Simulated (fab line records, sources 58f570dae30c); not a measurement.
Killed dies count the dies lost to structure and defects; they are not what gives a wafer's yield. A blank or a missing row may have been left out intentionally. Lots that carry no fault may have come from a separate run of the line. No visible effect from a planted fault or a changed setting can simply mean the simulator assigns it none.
A struck lot beside a sound one | flow berkeleyCmos170 | 14 steps out of a route of 331
Sound: these wafers, L704.1, L704.2, L704.4. Struck: wafer L691.3. Last of all comes the cause.
At each step with rows: each side's tool, then ch and its chambers, then its first start. Under that, the readings that differ: sound wafers | struck wafers | difference of the means | sigmas: that difference in standard deviations of wafers without a fault.
alike: a reading whose means differ by less than 2 such deviations, as well as words and numbers matching on both sides. not compared: withheld readings; readings where some wafer has no value; bounds like >300 that might hide an equal value; numbers whose values overlap and for which the record gives no deviation.
Wherever a step has rows on one side only, a row that says differs or no value, or a row with sigmas, the two part there. Numbers that have no deviation but don't overlap get no sigmas and don't part them. A reading that every wafer of one side lacks parts them only if that side has two wafers or more.

first, 1 step without rows for these wafers: UCB170_M2_PRE_CLEAN_00 (preclean etch time 60 s).
UCB170_M2_SPUTTER_01: material Al, target thk 900 nm, time 120 s.
  sound on pvdSputter-03 at day 12 11:33; struck on pvdSputter-03 at day 10 08:37
  alike: throttleValvePct
UCB170_M2_RS_MEAS_02: uses a four-point probe to measure.
  sound on filmMetro-02 at day 12 11:38; struck on filmMetro-01 at day 10 08:49
  alike: M2_AL_RS
UCB170_M2_THK_MEAS_03: measures by xrf.
  sound on filmMetro-02 at day 12 11:45; struck on filmMetro-01 at day 10 08:55
reading        | sound       | struck | difference | sigmas
M2_AL_THK (nm) | 882 882 872 | 899    | +20        | +2
then, 3 steps without rows for these wafers: UCB170_M2_HMDS_04 (prime time 60 s); UCB170_M2_COAT_05 (resist thk 900 nm); UCB170_M2_SOFTBAKE_06 (time 60 s).
UCB170_M2_STRIP_07: strips in O2.
  sound on plasmaAsher-04 ch 0,1, day 12 12:28; struck on plasmaAsher-01 ch 0, day 10 09:28
  alike: chamberPressureMTorr, drypumpMotorCurrentA, oesProductAu, stripTimeToEndpointS
  not compared: rfHoursCounterH
then, 4 steps without rows for these wafers: UCB170_M2_STRIP_08 (strips KrF in DMSO, time 600 s); UCB170_M2_COAT_09; UCB170_M2_COAT_10 (resist thk 900 nm); UCB170_M2_SOFTBAKE_11 (time 60 s).
UCB170_M2_EXPOSE_12: exposes mask METAL2, target cd 700 nm.
  struck on krfScanner-01, day 10 10:31; sound on krfScanner-01 ch 0, day 12 13:41
  alike: mask
  not compared: exposureDoseMJCm2, focusOffsetNm, stageVelMmS
after that, 1 step had no rows for these wafers: UCB170_M2_PEB_13.

## WHERE THEY PART
Only at UCB170_M2_THK_MEAS_03, as far as this record shows. Later steps at which nothing parts them and some readings are alike: UCB170_M2_STRIP_07, UCB170_M2_EXPOSE_12.

WHY: the cause the simulator had injected
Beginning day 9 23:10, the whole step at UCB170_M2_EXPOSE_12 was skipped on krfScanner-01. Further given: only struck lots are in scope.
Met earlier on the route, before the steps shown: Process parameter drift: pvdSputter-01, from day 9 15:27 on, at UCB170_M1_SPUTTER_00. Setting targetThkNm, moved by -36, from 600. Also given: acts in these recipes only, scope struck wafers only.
